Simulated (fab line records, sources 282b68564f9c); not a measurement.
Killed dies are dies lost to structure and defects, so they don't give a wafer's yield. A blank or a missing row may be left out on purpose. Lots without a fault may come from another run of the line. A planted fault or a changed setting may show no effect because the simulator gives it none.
Split-lot experiment | flow rit_cmos | 5 lots, 23 wafers read, on a route of 202 steps

THE SPLIT
At RIT_GATE_CVD_08 (deposits poly-Si from SiH4, target thk 250 nm, time 2220 s), the setting pressure_mtorr was moved away from the recipe's 300 mTorr on 10 of the 23 wafers read, by -10.7% to +9.9%. The other wafers ran this setting at the recipe's value.

The file shows no step between the split and the reading.

THE READING
GATE_POLY_THK, in nm, at RIT_GATE_THK_MEAS_09. Fault-free wafers of this fab line usually give 249.7 nm, standard deviation 2.5 nm.

wafer  | tool, chamber at the split | pressure_mtorr as run, mTorr | against the recipe | GATE_POLY_THK, nm | against lot-mates on the recipe
L074.1 | -, -                       | 300                          | recipe             | 252.0             | -
L074.2 | -, -                       | 300                          | recipe             | 249.8             | -
L074.3 | -, -                       | 300                          | recipe             | 251.6             | -
L074.5 | -, -                       | 300                          | recipe             | 251.1             | -
L074.6 | -, -                       | 300                          | recipe             | 250.7             | -
L075.1 | -, -                       | 300                          | recipe             | 252.0             | -
L075.2 | -, -                       | 300                          | recipe             | 251.2             | -
L075.4 | -, -                       | 300                          | recipe             | 253.7             | -
L075.5 | -, -                       | 300                          | recipe             | 250.9             | -
L075.6 | -, -                       | 300                          | recipe             | 254.2             | -
L076.2 | -, -                       | 267.8                        | -10.7%             | 232.2             | no lot-mate on the recipe
L076.3 | -, -                       | 267.8                        | -10.7%             | 231.3             | no lot-mate on the recipe
L076.4 | -, -                       | 267.8                        | -10.7%             | 233.7             | no lot-mate on the recipe
L076.5 | -, -                       | 267.8                        | -10.7%             | 230.2             | no lot-mate on the recipe
L076.6 | -, -                       | 267.8                        | -10.7%             | 231.4             | no lot-mate on the recipe
L080.1 | -, -                       | 329.8                        | +9.9%              | 261.4             | no lot-mate on the recipe
L080.3 | -, -                       | 329.8                        | +9.9%              | 260.2             | no lot-mate on the recipe
L080.4 | -, -                       | 329.8                        | +9.9%              | 260.7             | no lot-mate on the recipe
L080.5 | -, -                       | 329.8                        | +9.9%              | 258.8             | no lot-mate on the recipe
L080.6 | -, -                       | 329.8                        | +9.9%              | 259.7             | no lot-mate on the recipe
L081.2 | lpcvd-02, 0                | 300                          | recipe             | 247.0             | -
L081.3 | lpcvd-02, 0                | 300                          | recipe             | 250.6             | -
L081.5 | lpcvd-02, 0                | 300                          | recipe             | 251.4             | -

THE FIT
A straight line over all 23 wafers: GATE_POLY_THK changes by +1.38 nm for each +1% of pressure_mtorr; r = +0.96; the points scatter about the line by 2.9 nm.
Too few moved wafers have a lot-mate on the recipe to fit a line with each lot's own level taken away.

THE WHOLE CHAIN: every reading that the file lists as answering this split, in the file's order
step                 | what it does                                               | reading                                                                        | change (the file's fit)              | r (the file's)
RIT_GATE_CVD_08      | deposits poly-Si from SiH4, target thk 250 nm, time 2220 s | poly-Si_of_GATE_CVD_08.thk_nm (the simulator's own value, which no gauge read) | +1.38 nm for each +1% of the setting | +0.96
RIT_GATE_THK_MEAS_09 |                                                            | GATE_POLY_THK                                                                  | +1.38 for each +1% of the setting    | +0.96

THE FILE'S OWN FIT
GATE_POLY_THK changes by +1.38 nm for each +1% of pressure_mtorr, r = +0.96.
